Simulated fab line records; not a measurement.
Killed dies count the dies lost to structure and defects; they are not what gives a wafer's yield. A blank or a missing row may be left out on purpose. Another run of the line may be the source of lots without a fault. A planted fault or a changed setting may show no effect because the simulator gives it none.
Which tool did it? + flow berkeley cmos170 + 14 lots with 42 wafers sampled at 3 steps, on a route of 331 steps

## WHAT THE GAUGES READ, wafer by wafer
UCB170_M2_RS_MEAS_02: a four-point-probe measurement.
| lot  | measured     | on            | M2_AL_RS (ohm/sq)    |
|------|--------------|---------------|----------------------|
| L176 | day 7 13:44  | film metro-04 | 0.0328 0.0330 0.0329 |
| L178 | day 8 05:04  | film metro-01 | 0.0319 0.0319 0.0320 |
| L177 | day 8 05:32  | film metro-04 | 0.0322 0.0325 0.0321 |
| L181 | day 8 21:34  | film metro-01 | 0.0321 0.0321 0.0320 |
| L180 | day 8 22:10  | film metro-04 | 0.0328 0.0324 0.0326 |
| L182 | day 9 02:39  | film metro-03 | 0.0323 0.0324 0.0322 |
| L183 | day 9 07:31  | film metro-03 | 0.0328 0.0324 0.0325 |
| L184 | day 9 15:56  | film metro-03 | 0.0321 0.0322 0.0321 |
| L188 | day 10 02:42 | film metro-03 | 0.0320 0.0322 0.0319 |
| L187 | day 10 03:20 | film metro-03 | 0.0324 0.0323 0.0321 |
| L190 | day 10 20:17 | film metro-01 | 0.0325 0.0327 0.0325 |
| L193 | day 10 20:31 | film metro-03 | 0.0321 0.0323 0.0320 |
| L196 | day 11 21:52 | film metro-04 | 0.0964 0.0932 0.0970 |
| L199 | day 12 04:26 | film metro-04 | 0.0983 0.1007 0.1007 |

UCB170_M2_THK_MEAS_03: measures by xrf.
| lot  | measured     | on            | M2_AL_THK (nm) |
|------|--------------|---------------|----------------|
| L176 | day 7 13:50  | film metro-04 | 883 888 881    |
| L178 | day 8 05:11  | film metro-01 | 922 923 920    |
| L177 | day 8 05:38  | film metro-04 | 907 902 907    |
| L181 | day 8 21:41  | film metro-01 | 913 918 914    |
| L180 | day 8 22:16  | film metro-04 | 882 905 896    |
| L182 | day 9 02:46  | film metro-03 | 901 900 904    |
| L183 | day 9 07:38  | film metro-03 | 883 892 892    |
| L184 | day 9 16:02  | film metro-03 | 900 896 902    |
| L188 | day 10 02:47 | film metro-03 | 905 899 911    |
| L187 | day 10 03:26 | film metro-03 | 900 903 905    |
| L190 | day 10 20:23 | film metro-01 | 899 891 901    |
| L193 | day 10 20:38 | film metro-03 | 908 893 909    |
| L196 | day 11 21:58 | film metro-04 | 310 323 306    |
| L199 | day 12 04:33 | film metro-04 | 301 296 298    |

## WHICH TOOL RAN EACH LOT (tool, then ch and the chambers of the sampled wafers, then the start)
| lot  | UCB170_M2_SPUTTER_01         |
|------|------------------------------|
| L176 | pvd sputter-02, day 7 13:38  |
| L178 | pvd sputter-03, day 8 04:59  |
| L177 | pvd sputter-02, day 8 05:26  |
| L181 | pvd sputter-01, day 8 21:28  |
| L180 | pvd sputter-03, day 8 22:01  |
| L182 | pvd sputter-01, day 9 02:33  |
| L183 | pvd sputter-01, day 9 07:26  |
| L184 | pvd sputter-01, day 9 15:49  |
| L188 | pvd sputter-01, day 10 02:33 |
| L187 | pvd sputter-01, day 10 03:07 |
| L190 | pvd sputter-01, day 10 20:09 |
| L193 | pvd sputter-02, day 10 20:25 |
| L196 | pvd sputter-01, day 11 21:45 |
| L199 | pvd sputter-01, day 12 04:21 |
- UCB170_M2_SPUTTER_01: material Al, target thk 900 nm, time 120 s.

## AS READ BY THE TOOLS THEMSELVES (means over the sampled wafers that have a number; for cases with no such wafer, the mark the record gives instead)
UCB170_M2_SPUTTER_01.
| lot  | tool           | cathode dc power W (W) | throttle valve pct (%) |
|------|----------------|------------------------|------------------------|
| L176 | pvd sputter-02 | 6001.3                 | 30.5                   |
| L178 | pvd sputter-03 | 6000.4                 | 29.9                   |
| L177 | pvd sputter-02 | 6000.7                 | 30.6                   |
| L181 | pvd sputter-01 | 6000.1                 | 30.1                   |
| L180 | pvd sputter-03 | 5999.9                 | 30.3                   |
| L182 | pvd sputter-01 | 6000.6                 | 30.3                   |
| L183 | pvd sputter-01 | 5999.6                 | 30.3                   |
| L184 | pvd sputter-01 | 6000.8                 | 29.9                   |
| L188 | pvd sputter-01 | 5999.3                 | 29.9                   |
| L187 | pvd sputter-01 | 5999.9                 | 30.2                   |
| L190 | pvd sputter-01 | 5999.7                 | 30.1                   |
| L193 | pvd sputter-02 | 5999.4                 | 30.5                   |
| L196 | pvd sputter-01 | 5999.9                 | 30.2                   |
| L199 | pvd sputter-01 | 5999.4                 | 29.8                   |

## THE ANSWER, worked out from the rows above alone
Rule: the lots themselves supply what counts as usual. Put in order of their means at a reading, lots are off if they are a third of the lots or fewer, leave a main group of 4 or more, and stand apart from it by a gap of 3 or more times the standard deviation of the main group's means; of several such gaps the widest counts. A main group whose means are all the same, to the digits that the tables above print for the reading, isn't used. Also off: a lot with no number at a reading for which 4 or more lots have one. Any other lot the step has rows for is counted as sound. Order of review: gauges by route order, followed by the tools' own readings, for which a lot's mean as printed above is used. At the first step where some lot is off, the reading lying furthest off is the one used; lots without a number count as furthest.
Off: at UCB170_M2_RS_MEAS_02 (M2_AL_RS), L196, L199. The main group: mean 0.0323 ohm/sq, standard deviation 0.00028.
If a tool, at a process step before that reading, ran all the lots that are off and no sound lot after the first of them, it fits. Gauges at UCB170_M2_RS_MEAS_02: tried the same way as those tools. Undecided on this evidence; 2 tools fit (pvd sputter-01 at UCB170_M2_SPUTTER_01, film metro-04 at UCB170_M2_RS_MEAS_02).

## WHAT HAD BEEN PUT IN BY THE SIMULATOR
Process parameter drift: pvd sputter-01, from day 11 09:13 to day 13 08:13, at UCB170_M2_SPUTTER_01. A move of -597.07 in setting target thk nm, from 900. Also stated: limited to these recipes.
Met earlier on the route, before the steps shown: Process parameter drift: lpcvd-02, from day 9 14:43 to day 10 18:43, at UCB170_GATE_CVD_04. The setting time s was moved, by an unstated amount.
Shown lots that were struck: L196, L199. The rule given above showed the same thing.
